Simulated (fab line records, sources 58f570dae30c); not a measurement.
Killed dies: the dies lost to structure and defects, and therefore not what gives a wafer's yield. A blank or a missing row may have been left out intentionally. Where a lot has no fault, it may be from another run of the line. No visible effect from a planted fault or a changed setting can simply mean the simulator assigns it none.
Chamber matching | flow berkeleyCmos170 | wetBench-01 running UCB170_BACKSIDE_CLEAN_04: 3 sister chambers
The step cleans in SPM, time 600 s. 3 wafers are shown with their chamber, then 6 later ones without.

== EACH WAFER AND ITS CHAMBER ==
wafer  | chamber | bathHeatDutyPct (%)
L639.6 | 3       | 14.4
L637.6 | 0       | 11.1
L642.6 | 1       | 12.3

== WAFERS WITHOUT THEIR CHAMBER ==
wafer  | bathHeatDutyPct (%)
L654.1 | 12.0
L654.2 | 12.3
L654.5 | 12.8
L656.3 | 10.4
L656.4 | 11.4
L656.5 | 12.1

== WHICH CHAMBER EACH ONE RAN IN ==
wafer  | from the rows above     | in truth
L654.1 | can't be placed: 1 or 0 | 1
L654.2 | 1                       | 1
L654.5 | 1                       | 1
L656.3 | 0                       | 0
L656.4 | can't be placed: 0 or 1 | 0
L656.5 | can't be placed: 1 or 0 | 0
Correct placement for 3 of the 6. Not placeable from these rows: 3 (in 3, the candidates include the true chamber). Number placed wrongly: 0.
How it was worked out, from the rows above alone: a wafer's distance from a chamber is the root of the sum, over the readings, of the square of ((its reading less the chamber's mean) divided by the reading's scatter). The wafer belongs to the nearest chamber; if the next one is less than 2 further off, it can't be placed. Each chamber's mean is taken over the wafers shown for it. The scatter: with one shown wafer a chamber, the root of the mean of the squares of how far each hidden wafer lies from its nearest shown one.
